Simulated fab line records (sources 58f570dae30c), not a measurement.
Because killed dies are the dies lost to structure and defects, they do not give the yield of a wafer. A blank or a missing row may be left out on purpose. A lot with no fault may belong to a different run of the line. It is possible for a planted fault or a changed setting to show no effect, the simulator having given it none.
Which tool did it? / flow berkeley-cmos170 / 21 wafers from 7 lots sampled at 4 of the route's 331 steps

WHAT THE GAUGES READ, wafer by wafer
UCB170_NSD_TW_MEAS_10.
lot=L339; measured=day 7 15:11; on=film-metro-01; NSD_TW=4193 4222 4219
lot=L340; measured=day 8 07:29; on=film-metro-04; NSD_TW=4165 4156 4145
lot=L343; measured=day 8 17:31; on=film-metro-04; NSD_TW=4147 4140 4138
lot=L345; measured=day 9 02:47; on=film-metro-01; NSD_TW=4532 4544 4535
lot=L346; measured=day 9 08:20; on=film-metro-01; NSD_TW=4191 4189 4171
lot=L354; measured=day 10 17:23; on=film-metro-04; NSD_TW=4125 4134 4112
lot=L361; measured=day 12 04:34; on=film-metro-01; NSD_TW=4180 4209 4181

TOOL THAT RAN EACH LOT (tool first, then ch and the chambers of the sampled wafers, then the start)
lot=L339; UCB170_PLDD_STRIP_10=plasma-asher-02 ch 0,1, day 7 02:15; UCB170_NSD_IMPLANT_08=implanter-04 ch 0, day 7 14:56; UCB170_NSD_STRIP_09=plasma-asher-01 ch 0,1, day 7 15:04
lot=L340; UCB170_PLDD_STRIP_10=plasma-asher-01 ch 0,1, day 7 17:17; UCB170_NSD_IMPLANT_08=implanter-03 ch 0, day 8 07:16; UCB170_NSD_STRIP_09=plasma-asher-03 ch 0,1, day 8 07:23
lot=L343; UCB170_PLDD_STRIP_10=plasma-asher-01 ch 0,1, day 8 02:19; UCB170_NSD_IMPLANT_08=implanter-04 ch 0, day 8 17:16; UCB170_NSD_STRIP_09=plasma-asher-04 ch 1, day 8 17:25
lot=L345; UCB170_PLDD_STRIP_10=plasma-asher-03 ch 0,1, day 8 12:40; UCB170_NSD_IMPLANT_08=implanter-01 ch 0, day 9 02:34; UCB170_NSD_STRIP_09=plasma-asher-03 ch 0,1, day 9 02:41
lot=L346; UCB170_PLDD_STRIP_10=plasma-asher-03 ch 0,1, day 8 22:58; UCB170_NSD_IMPLANT_08=implanter-03 ch 0, day 9 08:06; UCB170_NSD_STRIP_09=plasma-asher-01 ch 0,1, day 9 08:13
lot=L354; UCB170_PLDD_STRIP_10=plasma-asher-02 ch 0,1, day 10 06:18; UCB170_NSD_IMPLANT_08=implanter-03 ch 0, day 10 17:08; UCB170_NSD_STRIP_09=plasma-asher-01 ch 0,1, day 10 17:17
lot=L361; UCB170_PLDD_STRIP_10=plasma-asher-02 ch 0,1, day 11 18:02; UCB170_NSD_IMPLANT_08=implanter-04 ch 0, day 12 04:19; UCB170_NSD_STRIP_09=plasma-asher-03 ch 0,1, day 12 04:28
- UCB170_PLDD_STRIP_10: strips in O2.
- UCB170_NSD_IMPLANT_08
- UCB170_NSD_STRIP_09: strips in O2.

THE ANSWER, worked out from the rows above alone
Rule: what is usual is taken from the lots themselves. The widest of any qualifying gaps counts: lots, ordered by their means at a reading, are off when they make up no more than a third of the lots, leave a main group of 4 or more, and stand apart from it by 3 or more times the standard deviation of that group's means. The tables above print the reading to a certain number of digits; a main group whose means all agree to those digits is not used. Also off: a lot with no number at a reading for which 4 or more lots have one. The other lots that the step has rows for count as sound.
Off: L345, at UCB170_NSD_TW_MEAS_10 (NSD_TW). Main group: mean 4168, sd 30.
A tool fits if, at a process step before that reading, it ran every lot that is off, and no sound lot after the first of them. The gauges at UCB170_NSD_TW_MEAS_10 are tried like those tools. One candidate fits, namely implanter-01 at UCB170_NSD_IMPLANT_08. It ran no sound lot before its first lot that is off in this sample, so the start can't be narrowed down.

WHAT HAD BEEN PUT IN BY THE SIMULATOR
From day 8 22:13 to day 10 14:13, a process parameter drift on implanter-01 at UCB170_NSD_IMPLANT_08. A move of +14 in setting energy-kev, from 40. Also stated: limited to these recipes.
Struck lots among those shown: L345. The rule given above showed the same thing.
